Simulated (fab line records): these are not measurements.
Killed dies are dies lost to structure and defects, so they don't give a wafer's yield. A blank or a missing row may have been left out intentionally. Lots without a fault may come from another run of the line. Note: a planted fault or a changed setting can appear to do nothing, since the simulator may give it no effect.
Split-lot trial -- flow rit_cmos -- 5 lots, 23 wafers read, on a route of 202 steps

## THE SPLIT ITSELF
At RIT_ACTIVE_CVD_03 (deposits Si3N4 from SiH2Cl2/NH3, target thk 150 nm, time 1500 s), the setting nh3_flow_sccm was moved away from the recipe's 150 sccm on 20 of the 23 wafers read, by +6.7% to +13.3%. This setting was run at the recipe's value on the other wafers.

## FROM THE SPLIT TO THE READING: what the file shows between them, 4 steps
- RIT_ACTIVE_DEVELOP_10: develop time 50 s (also split here: develop_time_s)
- RIT_ACTIVE_HARDBAKE_12: time 60 s
- RIT_ACTIVE_CLEAN_16: cleans in dHF, time 30 s
- RIT_ACTIVE_CLEAN_17: cleans in SC2, time 600 s

## THE READING
Si3N4_of_ACTIVE_CVD_03.thk_nm (the simulator's own value, which no gauge read), in nm, at RIT_FOX1_OXIDATION_00 (target thk 350.7 nm, ox time 1130 s). There is no usual value for it anywhere in the file. Average 140.0 nm, standard deviation 0.17 nm, over the 3 wafers here run with the recipe.

wafer,"tool, chamber at the split","nh3_flow_sccm as run, sccm",against the recipe,"Si3N4_of_ACTIVE_CVD_03.thk_nm, nm",against lot-mates on the recipe
L074.1,"-, -",160,+6.7%,150.4,no lot-mate on the recipe
L074.2,"-, -",160,+6.7%,150.4,no lot-mate on the recipe
L074.4,"-, -",160,+6.7%,150.4,no lot-mate on the recipe
L074.6,"-, -",160,+6.7%,150.4,no lot-mate on the recipe
L074.5,"-, -",160,+6.7%,150,no lot-mate on the recipe
L076.1,"-, -",165.6,+10.4%,154.1,no lot-mate on the recipe
L076.2,"-, -",165.6,+10.4%,152.8,no lot-mate on the recipe
L076.3,"-, -",165.6,+10.4%,153.3,no lot-mate on the recipe
L076.5,"-, -",165.6,+10.4%,154.2,no lot-mate on the recipe
L076.6,"-, -",165.6,+10.4%,153,no lot-mate on the recipe
L077.3,"lpcvd-02, 1",150,recipe,139.8,-
L077.4,"lpcvd-02, 1",150,recipe,140.2,-
L077.5,"lpcvd-02, 1",150,recipe,140.1,-
L079.1,"-, -",170,+13.3%,156.7,no lot-mate on the recipe
L079.2,"-, -",170,+13.3%,157,no lot-mate on the recipe
L079.3,"-, -",170,+13.3%,155,no lot-mate on the recipe
L079.5,"-, -",170,+13.3%,154.5,no lot-mate on the recipe
L079.6,"-, -",170,+13.3%,155.9,no lot-mate on the recipe
L084.1,"-, -",166.2,+10.8%,155.2,no lot-mate on the recipe
L084.2,"-, -",166.2,+10.8%,155.2,no lot-mate on the recipe
L084.4,"-, -",166.2,+10.8%,155.1,no lot-mate on the recipe
L084.5,"-, -",166.2,+10.8%,154.8,no lot-mate on the recipe
L084.6,"-, -",166.2,+10.8%,154.7,no lot-mate on the recipe

THE FIT
A straight line over all 23 wafers: Si3N4_of_ACTIVE_CVD_03.thk_nm changes by +1.19 nm for each +1% of nh3_flow_sccm; r = +0.97; the points scatter about the line by 1.2 nm.
Too few moved wafers with a lot-mate on the recipe to fit a line net of each lot's own level.

## FILE'S OWN FIT
Si3N4_of_ACTIVE_CVD_03.thk_nm changes by +1.19 nm for each +1% of nh3_flow_sccm, r = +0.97.
